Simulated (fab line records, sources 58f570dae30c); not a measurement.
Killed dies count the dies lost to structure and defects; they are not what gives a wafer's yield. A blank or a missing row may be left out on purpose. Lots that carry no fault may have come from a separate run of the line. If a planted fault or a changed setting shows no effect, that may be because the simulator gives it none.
fab line records	flow berkeley-cmos170	part 1 of 2: steps 1 to 25 of 35
record: lots: 5	wafers: 15	last-day: 13
route steps=331 shown NWELL@15 PWELL@34
lots untouched by any fault: they come from a run of this same line in which no faults occurred
start-h: start of the lot's first displayed wafer, in hours after the record's first day	wait-h: time in hours since the lot's previous step	" repeats the value in the row above	L1.1+2: one row covering several wafers at once	- either no value or no given start	* or withheld: withheld	< > ~ a bound
route shown NAME@n: NAME is a module with steps in the file, n the number in the route of the first one	usual: the fault-free wafers' mean and standard deviation	same: alike in all rows	chamber/n: place in a boat	sites: readings site by site	_std_site: the values' standard deviation	_edge_site: inner sites' mean taken away from outer sites' mean	radius-mm: for every site, how far away it sits from the centre of the wafer	mask NAME#n: copy n	behind: the tool/chamber that last shaped the wafer	hold: the reason the lot was held/the length of the hold in hours/how it ended	device: whichever transistor did not switch (one of n, p or np)	end of line: tests run on the same wafers once the route is complete	step lacking rows: just its recipe	killed: the dies lost at the first sort to structure and to defects; this is not the yield of the wafer	map: a wafer's dies, marking killed ones x, the rest . and places with no die _
set.NAME: the setting as run; set.NAME@STEP: as run at that earlier step	model.NAME: the simulator's own value behind a step, which no gauge read
certain route steps with their lots: each step a table, each wafer a row
services: when a tool's chamber went out of use (start-h, in hours from the record's first day, below 0 if earlier), for how many hours, and the reason
== steps ==
step: UCB170_NWELL_OXIDATION_01
recipe: temp-c: 1003	ambient: O2	target-thk-a: 264	ox-time-s: 1260
usual: tube_center_temp_C_max: 1005.6/0.43
lot.wafer	tool	chamber	start-h	wait-h	tube_center_temp_C_max
L078.3	furnace-04	0	47.92	4.3	1005.6
L078.4	"	0	"	"	1005.2
L078.5	"	0	"	"	1005.6
L079.1	furnace-02	0	51.07	3.0	1005.3
L079.4	"	0	"	"	1005.4
L079.6	"	0	"	"	1007.1
L085.2	furnace-04	0	82.87	3.9	1006.5
L085.3	"	0	"	"	1004.8
L085.4	"	0	"	"	1006.1
L093.3	furnace-02	0	126.19	4.9	1005.7
L093.5	"	0	"	"	1005.1
L093.6	"	0	"	"	1005.5
L095.4	furnace-02	0	139.67	9.8	1005.8
L095.5	"	0	"	"	1004.7
L095.6	"	0	"	"	1005.4
step: UCB170_NWELL_THK_MEAS_02
recipe: reads: SiO2_of_NWELL_OXIDATION_01
usual: NWELL_OXIDE_THK: 27.0/0.58
lot.wafer	tool	chamber	start-h	wait-h	NWELL_OXIDE_THK[nm]
L078.3	film-metro-01	-	49.29	0.0	27.7
L078.4	"	-	"	"	27.8
L078.5	"	-	"	"	27.8
L079.1	film-metro-03	-	52.42	0.0	26.7
L079.4	"	-	"	"	26.9
L079.6	"	-	"	"	26.9
L085.2	film-metro-03	-	84.25	0.0	27.5
L085.3	"	-	"	"	27.7
L085.4	"	-	"	"	27.7
L093.3	film-metro-01	-	127.56	0.0	26.9
L093.5	"	-	"	"	27.3
L093.6	"	-	"	"	26.7
L095.4	film-metro-01	-	141.05	0.0	26.8
L095.5	"	-	"	"	26.3
L095.6	"	-	"	"	26.9
step: UCB170_NWELL_ANNEAL_03
recipe: temp-c: 1000	time-s: 900	ambient: N2
usual: tube_center_temp_C_max: 1002.6/0.42
lot.wafer	tool	chamber	start-h	wait-h	tube_center_temp_C_max
L078.3	furnace-04	0	53.77	4.5	1002.7
L078.4	"	0	"	"	1002.1
L078.5	"	0	"	"	1002.2
L079.1	furnace-04	0	53.77	1.3	1002.6
L079.4	"	0	"	"	1002.8
L079.6	"	0	"	"	1002.4
L085.2	furnace-04	0	87.22	3.0	1002.6
L085.3	"	0	"	"	1002.2
L085.4	"	0	"	"	1002.5
L093.3	furnace-02	0	134.92	7.4	1003.1
L093.5	"	0	"	"	1002.2
L093.6	"	0	"	"	1002.1
L095.4	furnace-01	0	148.59	7.5	1003.1
L095.5	"	0	"	"	1003.6
L095.6	"	0	"	"	1002.3
step: UCB170_NWELL_CVD_04
recipe: material: Si3N4	target-thk-nm: 224	temp-c: 800	precursor: SiH2Cl2/NH3	time-s: 3360	pressure-mtorr: 200	sih2cl2-flow-sccm: 25	nh3-flow-sccm: 75
lot.wafer	tool	chamber	start-h	wait-h
L078.3+4+5	lpcvd-02	0	55.02	0.0
L079.1+4+6	lpcvd-02	1	55.02	0.0
L085.2+3+4	lpcvd-01	0	89.47	1.0
L093.3+5+6	lpcvd-02	1	136.17	0.0
L095.4+5+6	lpcvd-02	0	150.94	1.1
step: UCB170_NWELL_THK_MEAS_05
recipe: reads: Si3N4_of_NWELL_CVD_04
usual: NWELL_NITRIDE_THK: 224.5/2.1
lot.wafer	tool	chamber	start-h	wait-h	NWELL_NITRIDE_THK[nm]
L079.1	film-metro-02	-	56.96	0.0	223.1
L079.4	"	-	"	"	224.8
L079.6	"	-	"	"	222.7
L078.3	film-metro-03	-	56.98	0.0	223.4
L078.4	"	-	"	"	223.7
L078.5	"	-	"	"	225.3
L085.2	film-metro-03	-	91.41	0.0	226.5
L085.3	"	-	"	"	226.4
L085.4	"	-	"	"	225.8
L093.3	film-metro-02	-	138.12	0.0	227.3
L093.5	"	-	"	"	225.0
L093.6	"	-	"	"	223.7
L095.4	film-metro-03	-	152.91	0.0	224.0
L095.5	"	-	"	"	224.7
L095.6	"	-	"	"	224.3
step: UCB170_NWELL_HMDS_06
recipe: prime-time-s: 60	prime-temp-c: 100
usual: exhaust-pa: 45.0/0.92
lot.wafer	tool	chamber	start-h	wait-h	exhaust-pa
L079.1	litho-track-01	0	57.02	0.1	44.6
L079.4	"	0	"	"	46.2
L079.6	"	0	"	"	45.0
L078.3	litho-track-02	0	57.07	0.1	45.8
L078.4	"	0	"	"	45.1
L078.5	"	0	"	"	44.3
L085.2	litho-track-02	0	91.76	0.3	45.3
L085.3	"	0	"	"	45.3
L085.4	"	0	"	"	47.0
L093.3	litho-track-04	0	138.21	0.1	45.7
L093.5	"	0	"	"	44.7
L093.6	"	0	"	"	45.0
L095.4	litho-track-01	0	153.03	0.1	43.9
L095.5	"	0	"	"	44.0
L095.6	"	0	"	"	45.0
step: UCB170_NWELL_COAT_07
recipe: resist: KrF	spin-rpm: 1500	resist-thk-nm: 900
usual: exhaust-pa: 45.2/0.96	spin-speed-rpm: 1499.9/0.87
lot.wafer	tool	chamber	start-h	wait-h	exhaust-pa	spin-speed-rpm
L079.1	litho-track-01	0	57.17	0.1	44.5	1498.3
L079.4	"	0	"	"	44.3	1500.0
L079.6	"	0	"	"	43.5	1498.5
L078.3	litho-track-02	0	57.22	0.1	44.9	1500.9
L078.4	"	0	"	"	45.8	1501.4
L078.5	"	0	"	"	45.5	1501.4
L085.2	litho-track-02	0	91.91	0.1	45.6	1500.0
L085.3	"	0	"	"	44.4	1499.3
L085.4	"	0	"	"	45.7	1499.1
L093.3	litho-track-04	0	138.36	0.1	45.7	1500.9
L093.5	"	0	"	"	45.3	1501.8
L093.6	"	0	"	"	44.3	1499.8
L095.4	litho-track-01	0	153.18	0.1	46.0	1499.9
L095.5	"	0	"	"	46.1	1501.0
L095.6	"	0	"	"	47.3	1500.3
step: UCB170_NWELL_SOFTBAKE_08
recipe: resist: KrF	temp-c: 130	time-s: 60
usual: exhaust-pa: 45.2/0.94	heater-power-total-W: 56.80/0.042
lot.wafer	tool	chamber	start-h	wait-h	exhaust-pa	heater-power-total-W
L079.1	litho-track-01	0	57.32	0.1	43.6	56.85
L079.4	"	0	"	"	44.9	56.74
L079.6	"	0	"	"	43.3	56.84
L078.3	litho-track-02	0	57.37	0.1	45.9	56.82
L078.4	"	0	"	"	44.8	56.75
L078.5	"	0	"	"	45.8	56.88
L085.2	litho-track-02	0	92.06	0.1	45.5	56.78
L085.3	"	0	"	"	45.8	56.79
L085.4	"	0	"	"	45.9	56.72
L093.3	litho-track-04	0	138.51	0.1	43.9	56.80
L093.5	"	0	"	"	44.6	56.82
L093.6	"	0	"	"	45.0	56.74
L095.4	litho-track-01	0	153.33	0.1	46.7	56.79
L095.5	"	0	"	"	47.0	56.79
L095.6	"	0	"	"	46.0	56.75
step: UCB170_NWELL_EXPOSE_09
recipe: mask-id: NWELL	target-cd-nm: 3000	na: 0.5	sigma-outer: 0.6	source-shape: conventional	dose-mj: 25
lot.wafer	tool	chamber	start-h	wait-h	mask
L078.3+4+5	krf-scanner-01	0	57.51	0.1	NWELL#0
L079.1+4+6	krf-scanner-01	0	57.58	0.2	NWELL#0
L085.2+3+4	krf-scanner-01	0	92.33	0.2	NWELL#0
L093.3+5+6	krf-scanner-02	0	138.99	0.5	NWELL#0
L095.4+5+6	krf-scanner-01	0	153.46	0.1	NWELL#0
step: UCB170_NWELL_PEB_10
recipe: peb-temp-c: 130	peb-time-s: withheld	resist: KrF
usual: exhaust-pa: 45.1/0.9	heater-power-total-W: 56.80/0.042
lot.wafer	tool	chamber	start-h	wait-h	exhaust-pa	heater-power-total-W
L078.3	litho-track-02	0	57.79	0.3	45.0	56.81
L078.4	"	0	"	"	43.8	56.69
L078.5	"	0	"	"	45.2	56.82
L079.1	litho-track-01	0	57.83	0.2	44.9	56.77
L079.4	"	0	"	"	43.8	56.80
L079.6	"	0	"	"	45.0	56.78
L085.2	litho-track-04	0	92.46	0.1	44.4	56.75
L085.3	"	0	"	"	46.3	56.73
L085.4	"	0	"	"	45.5	56.82
L093.3	litho-track-04	0	139.12	0.1	45.4	56.79
L093.5	"	0	"	"	46.3	56.79
L093.6	"	0	"	"	45.5	56.84
L095.4	litho-track-04	0	153.60	0.1	45.3	56.80
L095.5	"	0	"	"	44.6	56.85
L095.6	"	0	"	"	45.6	56.81
step: UCB170_NWELL_DEVELOP_11
recipe: developer: TMAH	develop-time-s: 45	resist: KrF	dev-temp-c: 21
usual: exhaust-pa: 45.0/0.94
lot.wafer	tool	chamber	start-h	wait-h	exhaust-pa
L078.3	litho-track-02	0	-	-	44.2
L078.4	"	0	"	"	43.5
L078.5	"	0	"	"	44.0
L079.1	litho-track-01	0	-	-	45.7
L079.4	"	0	"	"	44.4
L079.6	"	0	"	"	44.6
L085.2	litho-track-04	0	-	-	45.9
L085.3	"	0	"	"	45.8
L085.4	"	0	"	"	45.7
L093.3	litho-track-04	0	-	-	44.1
L093.5	"	0	"	"	45.2
L093.6	"	0	"	"	44.7
L095.4	litho-track-04	0	-	-	44.0
L095.5	"	0	"	"	43.3
L095.6	"	0	"	"	44.2
step: UCB170_NWELL_OVL_MEAS_12
usual: NWELL_OVL: 2/4.9
lot.wafer	tool	chamber	start-h	wait-h	NWELL_OVL[nm]
L078.3	overlay-01	-	58.03	-	-4
L078.4	"	-	"	"	3
L078.5	"	-	"	"	0
L079.1	overlay-02	-	58.10	-	0
L079.4	"	-	"	"	0
L079.6	"	-	"	"	-9
L085.2	overlay-01	-	92.71	-	1
L085.3	"	-	"	"	0
L085.4	"	-	"	"	3
L093.3	overlay-01	-	139.36	-	5
L093.5	"	-	"	"	8
L093.6	"	-	"	"	-2
L095.4	overlay-02	-	153.81	-	-5
L095.5	"	-	"	"	4
L095.6	"	-	"	"	-4
step: UCB170_NWELL_ETCH_13
recipe: chemistry: CH3F/Ar/O2	target: Si3N4	stop-on: SiO2	CH3F_flow_sccm: 20	Ar_flow_sccm: 50	O2_flow_sccm: 7	pressure-mtorr: 50	rf-w: 450	target-depth-a: 2464	over-etch-frac: 0.1	time-s: 154
usual: O2_flow_sccm: 6.999/0.019	chamber-pressure-mTorr: 50.00/0.06	drypump-motor-current-A: 5.7/0.49	oes-product-au: 0.947/0.011	throttle-valve-pct: 8.06/0.1
lot.wafer	tool	chamber	start-h	wait-h	O2_flow_sccm	chamber-pressure-mTorr	drypump-motor-current-A	oes-product-au	rf-hours-counter-h	throttle-valve-pct
L078.3	rie-diel-03	0	58.05	0.0	7.001	49.93	5.8	0.926	117	7.95
L078.4	"	1	"	"	6.985	49.97	6.5	0.946	0	8.00
L078.5	"	0	"	"	6.991	49.98	5.8	0.933	-	7.95
L079.1	rie-diel-01	3	58.14	0.0	7.009	50.47	4.8	0.951	150	8.11
L079.4	"	0	"	"	6.984	50.02	5.6	0.931	44	7.97
L079.6	"	3	"	"	7.001	49.97	4.8	0.953	-	8.11
L085.2	rie-diel-01	1	92.74	0.0	6.982	49.97	5.6	0.958	93	7.91
L085.3	"	3	"	"	7.003	49.99	4.8	0.951	151	8.11
L085.4	"	2	"	"	6.985	50.02	5.9	0.950	59	8.23
L093.3	rie-diel-01	2	139.38	0.0	6.998	49.95	5.9	0.948	60	8.22
L093.5	"	2	"	"	6.998	49.97	5.9	0.951	-	8.24
L093.6	"	1	"	"	7.011	49.91	5.5	0.965	-	7.91
L095.4	rie-diel-01	0	153.88	0.1	6.986	49.97	5.7	0.936	-	7.95
L095.5	"	0	"	"	6.966	50.02	5.7	0.940	-	7.97
L095.6	"	1	"	"	7.001	50.02	5.5	0.948	-	7.91
step: UCB170_NWELL_IMPLANT_14
recipe: species: P	dose-cm2: 1e+13	energy-kev: 150	tilt-deg: 7
usual: dose-ions-cm2: 1.0001e+13/1.1e+10
lot.wafer	tool	chamber	start-h	wait-h	dose-ions-cm2
L078.3	implanter-04	0	58.21	0.1	1.0005e+13
L078.4	"	0	"	"	1e+13
L078.5	"	0	"	"	9.996e+12
L079.1	implanter-02	0	58.24	0.1	9.985e+12
L079.4	"	0	"	"	9.981e+12
L079.6	"	0	"	"	1.0009e+13
L085.2	implanter-02	0	92.87	0.1	1.0004e+13
L085.3	"	0	"	"	1.0013e+13
L085.4	"	0	"	"	9.999e+12
L093.3	implanter-02	0	139.53	0.1	9.998e+12
L093.5	"	0	"	"	1.0004e+13
L093.6	"	0	"	"	1.0011e+13
L095.4	implanter-03	0	154.06	0.1	9.998e+12
L095.5	"	0	"	"	1e+13
L095.6	"	0	"	"	9.987e+12
step: UCB170_NWELL_STRIP_15
recipe: chemistry: O2	power-w: 400	pressure-mtorr: 3500	platen-temp-c: withheld	o2-flow-sccm: 400	overash-fraction: 0.5
usual: chamber-pressure-mTorr: 3500/3.2	drypump-motor-current-A: 5.8/0.33	oes-product-au: 0.721/0.0043	strip-time-to-endpoint-s: 18.06/0.08
lot.wafer	tool	chamber	start-h	wait-h	chamber-pressure-mTorr	drypump-motor-current-A	oes-product-au	rf-hours-counter-h	strip-time-to-endpoint-s
L078.3	plasma-asher-04	1	58.34	0.1	3496	6.0	0.718	-	17.95
L078.4	"	0	"	"	3500	6.4	0.724	-	18.09
L078.5	"	0	"	"	3495	6.3	0.716	-	18.00
L079.1	plasma-asher-02	1	58.39	0.1	3498	5.3	0.729	27	18.06
L079.4	"	0	"	"	3499	5.8	0.723	-	18.01
L079.6	"	0	"	"	3498	5.8	0.716	-	18.04
L085.2	plasma-asher-03	1	92.99	0.1	3499	5.6	0.728	37	17.97
L085.3	"	1	"	"	3502	5.6	0.719	-	18.00
L085.4	"	0	"	"	3497	5.8	0.725	-	18.11
L093.3	plasma-asher-02	1	139.67	0.1	3501	5.3	0.722	-	18.05
L093.5	"	0	"	"	3498	5.8	0.709	-	18.06
L093.6	"	1	"	"	3495	5.3	0.718	-	17.93
L095.4	plasma-asher-04	1	154.17	0.1	3497	5.9	0.729	-	18.14
L095.5	"	1	"	"	3495	5.9	0.728	-	18.20
L095.6	"	0	"	"	3503	6.3	0.720	-	17.95
step: UCB170_NWELL_TW_MEAS_16
usual: NWELL_TW: 1247/8
lot.wafer	tool	chamber	start-h	wait-h	NWELL_TW
L078.3	film-metro-01	-	58.43	0.1	1247
L078.4	"	-	"	"	1247
L078.5	"	-	"	"	1257
L079.1	film-metro-01	-	58.49	0.1	1251
L079.4	"	-	"	"	1251
L079.6	"	-	"	"	1257
L085.2	film-metro-01	-	93.10	0.1	1258
L085.3	"	-	"	"	1253
L085.4	"	-	"	"	1244
L093.3	film-metro-01	-	139.75	0.1	1251
L093.5	"	-	"	"	1248
L093.6	"	-	"	"	1253
L095.4	film-metro-01	-	154.27	0.1	1255
L095.5	"	-	"	"	1251
L095.6	"	-	"	"	1247
step: UCB170_NWELL_CLEAN_17
recipe: chemistry: SPM	temp-c: 120	time-s: 600
usual: bath-heat-duty-pct: 14.0/2.2
lot.wafer	tool	chamber	start-h	wait-h	bath-heat-duty-pct
L078.3	wet-bench-02	1	58.48	0.0	13.7
L078.4	"	1	"	"	13.9
L078.5	"	1	"	"	14.4
L079.1	wet-bench-02	0	58.67	0.2	12.8
L079.4	"	0	"	"	11.4
L079.6	"	0	"	"	13.0
L085.2	wet-bench-02	3	95.65	2.5	13.2
L085.3	"	3	"	"	14.0
L085.4	"	3	"	"	14.4
L093.3	wet-bench-02	2	139.79	0.0	13.2
L093.5	"	2	"	"	12.5
L093.6	"	2	"	"	13.3
L095.4	wet-bench-02	0	154.30	0.0	13.4
L095.5	"	0	"	"	12.1
L095.6	"	0	"	"	12.3
step: UCB170_NWELL_WET_ETCH_18
recipe: chemistry: H3PO4	target: Si3N4	temp-c: 160	time-s: 14400
usual: bath-heat-duty-pct: 28/4.3
lot.wafer	tool	chamber	start-h	wait-h	bath-heat-duty-pct
L078.3	wet-bench-02	1	58.86	0.2	30
L078.4	"	1	"	"	29
L078.5	"	1	"	"	28
L079.1	wet-bench-04	0	59.84	1.0	24
L079.4	"	0	"	"	23
L079.6	"	0	"	"	24
L085.2	wet-bench-02	1	96.43	0.6	27
L085.3	"	1	"	"	28
L085.4	"	1	"	"	28
L093.3	wet-bench-04	3	139.97	0.0	25
L093.5	"	3	"	"	25
L093.6	"	3	"	"	27
L095.4	wet-bench-04	3	154.47	0.0	25
L095.5	"	3	"	"	25
L095.6	"	3	"	"	26
step: UCB170_NWELL_WET_ETCH_19
recipe: chemistry: BOE	dilution: 5:1	target: SiO2	temp-c: 25	time-s: 22
usual: bath-heat-duty-pct: 6.4/0.92
lot.wafer	tool	chamber	start-h	wait-h	bath-heat-duty-pct
L078.3	wet-bench-02	3	63.42	0.2	7.1
L078.4	"	3	"	"	6.3
L078.5	"	3	"	"	6.4
L079.1	wet-bench-02	2	64.21	0.0	5.0
L079.4	"	2	"	"	6.2
L079.6	"	2	"	"	6.2
L085.2	wet-bench-04	0	100.44	0.0	5.1
L085.3	"	0	"	"	5.8
L085.4	"	0	"	"	5.8
L093.3	wet-bench-04	3	143.98	0.0	5.3
L093.5	"	3	"	"	6.1
L093.6	"	3	"	"	5.5
L095.4	wet-bench-04	3	163.60	4.8	7.2
L095.5	"	3	"	"	6.1
L095.6	"	3	"	"	5.7
step: UCB170_PWELL_CLEAN_00
recipe: chemistry: SPM	temp-c: 120	time-s: 600
usual: bath-heat-duty-pct: 13.0/1.6
lot.wafer	tool	chamber	start-h	wait-h	bath-heat-duty-pct
L078.3	wet-bench-02	2	63.44	0.0	11.7
L078.4	"	2	"	"	11.2
L078.5	"	2	"	"	12.6
L079.1	wet-bench-02	2	64.23	0.0	12.9
L079.4	"	2	"	"	11.9
L079.6	"	2	"	"	11.8
L085.2	wet-bench-04	1	100.45	0.0	18.4
L085.3	"	1	"	"	19.1
L085.4	"	1	"	"	20.0
L093.3	wet-bench-04	0	143.99	0.0	11.1
L093.5	"	0	"	"	11.0
L093.6	"	0	"	"	13.0
L095.4	wet-bench-04	3	164.08	0.5	12.2
L095.5	"	3	"	"	12.5
L095.6	"	3	"	"	13.7
step: UCB170_PWELL_CLEAN_01
recipe: chemistry: dHF	dilution: 25:1	time-s: 60
lot.wafer	tool	chamber	start-h	wait-h
L078.3+4+5	wet-bench-02	0	63.63	0.0
L079.1+4+6	wet-bench-02	2	64.42	0.0
L085.2+3+4	wet-bench-02	0	100.63	0.0
L093.3+5+6	wet-bench-03	0	144.16	0.0
L095.4+5+6	wet-bench-04	0	164.46	0.2
step: UCB170_PWELL_OXIDATION_02
recipe: temp-c: 1000	ambient: O2	target-thk-a: 264	ox-time-s: 1260
usual: tube_center_temp_C_max: 1002.5/0.41
lot.wafer	tool	chamber	start-h	wait-h	tube_center_temp_C_max
L078.3	furnace-01	0	69.38	5.7	1002.3
L078.4	"	0	"	"	1002.8
L078.5	"	0	"	"	1002.5
L079.1	furnace-01	0	69.38	4.9	1002.2
L079.4	"	0	"	"	1003.9
L079.6	"	0	"	"	1002.0
L085.2	furnace-04	0	102.25	1.6	1002.4
L085.3	"	0	"	"	1002.7
L085.4	"	0	"	"	1002.0
L093.3	furnace-04	0	149.05	4.8	1002.7
L093.5	"	0	"	"	1002.2
L093.6	"	0	"	"	1002.2
L095.4	furnace-01	0	167.62	3.1	1002.3
L095.5	"	0	"	"	1002.3
L095.6	"	0	"	"	1002.1
step: UCB170_PWELL_THK_MEAS_03
recipe: reads: SiO2_of_PWELL_OXIDATION_02
usual: PWELL_OXIDE_THK: 26.2/0.51
lot.wafer	tool	chamber	start-h	wait-h	PWELL_OXIDE_THK[nm]
L079.1	film-metro-02	-	70.73	0.0	25.5
L079.4	"	-	"	"	26.1
L079.6	"	-	"	"	25.4
L078.3	film-metro-04	-	70.75	0.0	27.0
L078.4	"	-	"	"	26.8
L078.5	"	-	"	"	26.9
L085.2	film-metro-02	-	103.61	0.0	26.8
L085.3	"	-	"	"	26.7
L085.4	"	-	"	"	26.7
L093.3	film-metro-04	-	150.42	0.0	25.2
L093.5	"	-	"	"	25.2
L093.6	"	-	"	"	25.3
L095.4	film-metro-02	-	169.00	0.0	26.4
L095.5	"	-	"	"	26.5
L095.6	"	-	"	"	26.5
step: UCB170_PWELL_ANNEAL_04
recipe: temp-c: 1000	time-s: 900	ambient: N2
usual: tube_center_temp_C_max: 1002.6/0.42
lot.wafer	tool	chamber	start-h	wait-h	tube_center_temp_C_max
L078.3	furnace-04	0	76.02	5.3	1002.5
L078.4	"	0	"	"	1003.8
L078.5	"	0	"	"	1001.8
L079.1	furnace-04	0	76.02	5.3	1002.7
L079.4	"	0	"	"	1002.9
L079.6	"	0	"	"	1002.1
L085.2	furnace-01	0	109.37	5.7	1003.1
L085.3	"	0	"	"	1003.4
L085.4	"	0	"	"	1002.4
L093.3	furnace-02	0	157.14	6.7	1003.5
L093.5	"	0	"	"	1003.6
L093.6	"	0	"	"	1002.6
L095.4	furnace-04	0	173.75	4.7	1002.7
L095.5	"	0	"	"	1003.8
L095.6	"	0	"	"	1002.3
step: UCB170_PWELL_CVD_05
recipe: material: Si3N4	target-thk-nm: 220	temp-c: 800	precursor: SiH2Cl2/NH3	time-s: 3300	pressure-mtorr: 191.7	sih2cl2-flow-sccm: 25	nh3-flow-sccm: 75
lot.wafer	tool	chamber	start-h	wait-h
L078.3+4+5	lpcvd-02	1	77.27	0.0
L079.1+4+6	lpcvd-02	1	77.27	0.0
L085.2+3+4	lpcvd-01	0	110.62	0.0
L093.3+5+6	lpcvd-02	0	158.39	0.0
L095.4+5+6	lpcvd-02	1	175.00	0.0
